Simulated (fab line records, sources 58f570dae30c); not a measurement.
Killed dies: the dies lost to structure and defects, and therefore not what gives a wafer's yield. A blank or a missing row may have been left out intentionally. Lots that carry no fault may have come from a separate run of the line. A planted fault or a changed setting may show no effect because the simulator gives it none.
Which tool is to blame? ; flow berkeley cmos170 ; Sampling: 14 lots, 42 wafers, 4 of 331 route steps

== WHAT EACH GAUGE READ, for each wafer ==
UCB170_NSD_CD_MEAS_06: the cd target is 1200 nm. Usual: cd nm reads 1200.4 nm (standard deviation 1.4).
lot;measured;on;cd nm (nm);flag
L368;day 8 04:10;cd sem-01;1201.3 1201.4 1200.8;
L367;day 8 04:19;cd sem-01;1200.5 1199.6 1199.9;
L371;day 8 20:01;cd sem-01;1201.1 1202.4 1200.7;
L370;day 8 19:43;cd sem-02;1198.5 1199.5 1196.6;
L369;day 8 20:28;cd sem-02;1199.9 1199.5 1199.4;
L373;day 9 03:00;cd sem-01;1199.8 1199.9 1199.8;
L372;day 9 03:20;cd sem-01;1200.5 1198.6 1199.3;
L374;day 9 19:02;cd sem-01;1201.9 1201.7 1203.2;
L375;day 10 07:13;cd sem-02;1198.7 1198.4 1199.0;
L377;day 10 06:57;cd sem-02;1201.9 1201.1 1201.8;
L378;day 10 12:58;cd sem-02;1198.6 1196.9 1197.1;
L383;day 11 13:59;cd sem-01;1199.3 1199.0 1199.0;
L388;day 11 21:32;cd sem-02;1201.5 1199.0 1202.0;
L386;day 11 21:37;cd sem-01;1201.6 1199.7 1201.6;

UCB170_V2_CD_MEAS_90: the cd target is 700 nm. Usual: cd nm reads 700.0 nm (standard deviation 1.5).
lot;measured;on;cd nm (nm);flag
L368;day 8 21:56;cd sem-02;697.5 699.9 699.0;
L367;day 8 23:56;cd sem-02;701.0 698.1 700.9;
L371;day 9 19:22;cd sem-01;699.6 702.8 700.6;
L370;day 9 18:50;cd sem-02;698.8 699.8 700.3;
L369;day 9 19:17;cd sem-01;699.7 701.0 699.4;
L373;day 10 01:47;cd sem-02;702.9 701.8 701.8;
L372;day 10 03:46;cd sem-02;701.9 703.9 702.7;
L374;day 10 14:30;cd sem-01;701.7 702.8 700.3;
L375;day 11 03:16;cd sem-01;701.1 702.1 701.8;
L377;day 11 04:11;cd sem-01;700.8 700.0 700.4;
L378;day 11 14:07;cd sem-01;699.9 700.1 698.1;
L383;day 12 13:25;cd sem-02;699.4 700.3 699.5;
L388;day 12 19:28;cd sem-02;701.4 701.7 702.0;
L386;day 12 21:53;cd sem-01;700.3 699.6 700.0;

== WHICH TOOL RAN EACH LOT (tool, then ch and the chambers of the sampled wafers, then the start) ==
lot;UCB170_GATE_ETCH_14;UCB170_V1_CMP_02
L368;rie diel-04 ch 1,2, day 7 13:19;cmp-02 ch 0,1,2, day 8 14:55
L367;rie diel-02 ch 0,1,3, day 7 13:34;cmp-01 ch 1,2,3, day 8 16:12
L371;rie diel-03 ch 0,1, day 8 05:02;cmp-02 ch 0,1,2, day 9 07:24
L370;rie diel-02 ch 0,3, day 8 05:03;cmp-01 ch 0,3, day 9 06:04
L369;rie diel-04 ch 1,2,3, day 8 05:10;cmp-01 ch 0,1, day 9 08:47
L373;rie diel-02 ch 0,1,3, day 8 13:25;cmp-02 ch 0,1,2, day 9 13:02
L372;rie diel-04 ch 0,1,2, day 8 13:29;cmp-01 ch 1,2,3, day 9 14:23
L374;rie diel-03 ch 0,1,3, day 9 03:11;cmp-01 ch 0,1,3, day 10 06:47
L375;rie diel-03 ch 0,2,3, day 9 13:34;cmp-02 ch 0,3, day 10 18:59
L377;rie diel-04 ch 0,1, day 9 13:41;cmp-02 ch 1,2, day 10 20:19
L378;rie diel-03 ch 0,1,2, day 9 23:05;cmp-02 ch 0,2,3, day 11 05:14
L383;rie diel-02 ch 0,2, day 11 00:23;cmp-02 ch 1,3, day 12 01:08
L388;rie diel-02 ch 0,2, day 11 07:11;cmp-01 ch 0,2, day 12 10:32
L386;rie diel-04 ch 0,2,3, day 11 07:15;cmp-02 ch 1,2,3, day 12 13:47
- UCB170_GATE_ETCH_14: etches BARC in N2/H2.
- UCB170_V1_CMP_02: polishes SiO2.

== AS READ BY THE TOOLS THEMSELVES (means over the sampled wafers that have a number; for cases with no such wafer, the mark the record gives instead) ==
UCB170_GATE_ETCH_14. Usual: drypump motor current A 5.9 A, standard deviation 0.37; oes product au 1.010 a.u., standard deviation 0.017; throttle valve pct 13.31 %, standard deviation 0.14.
lot;tool;drypump motor current A (A);oes product au (a.u.);throttle valve pct (%);flag
L368;rie diel-04;5.1;1.014;13.43;
L367;rie diel-02;5.9;1.015;13.18;
L371;rie diel-03;5.8;1.000;13.35;
L370;rie diel-02;5.9;1.011;13.25;
L369;rie diel-04;5.5;1.020;13.39;
L373;rie diel-02;5.9;1.014;13.18;
L372;rie diel-04;5.4;1.016;13.37;
L374;rie diel-03;5.9;0.998;13.29;
L375;rie diel-03;6.0;0.804;13.34;OFF
L377;rie diel-04;5.6;1.018;13.32;
L378;rie diel-03;5.8;0.811;13.35;OFF
L383;rie diel-02;6.1;1.010;13.34;
L388;rie diel-02;6.1;1.006;13.34;
L386;rie diel-04;5.5;1.006;13.33;

UCB170_V1_CMP_02. Usual: motor current A 16.2 A, standard deviation 1.6; slurry flow ml min 150.0, standard deviation 0.46.
lot;tool;motor current A (A);slurry flow ml min;flag
L368;cmp-02;15.5;150.2;
L367;cmp-01;15.5;150.0;
L371;cmp-02;15.8;149.7;
L370;cmp-01;15.0;149.9;
L369;cmp-01;16.0;149.5;
L373;cmp-02;15.9;150.2;
L372;cmp-01;15.6;150.5;
L374;cmp-01;16.2;150.2;
L375;cmp-02;17.4;150.3;
L377;cmp-02;15.6;150.1;
L378;cmp-02;17.0;149.4;
L383;cmp-02;17.9;150.2;
L388;cmp-01;17.2;150.0;
L386;cmp-02;16.5;149.9;

== THE ANSWER, worked out from the rows above alone ==
Rule: a lot is off if the mean of its wafers that have a number lies more than 3 standard deviations from the usual mean. Also off: a lot with no number at a reading for which 4 or more lots have one. All remaining lots with rows at the step are treated as sound. Order of review: gauges by route order, followed by the tools' own readings, for which a lot's mean as printed above is used. At the first step where some lot is off, the reading lying furthest off is the one used; lots without a number count as furthest.
Off, at UCB170_GATE_ETCH_14 on oes product au: L375, L378.
If a tool, at that step or one of the process steps before it, ran each lot that is off and ran no sound lot following the first of them, it fits. One fits: UCB170_GATE_ETCH_14 on rie diel-03. Its last sound lot is L374 (day 9 03:11), its first lot that is off L375 (day 9 13:34): a fault that began between those two fits.
The tool's own readings at UCB170_GATE_ETCH_14 bear it out: on the lots that are off they differ by more than 5 times the standard deviation of the sound lots' means. oes product au reads 0.808 a.u. there against 1.011 a.u. on the sound lots.

== WHAT THE SIMULATOR HAD INSERTED ==
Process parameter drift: rie diel-03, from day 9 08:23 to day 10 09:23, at UCB170_GATE_ETCH_14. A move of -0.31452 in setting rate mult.
Shown lots that were struck: L375, L378. The rule above found the same.
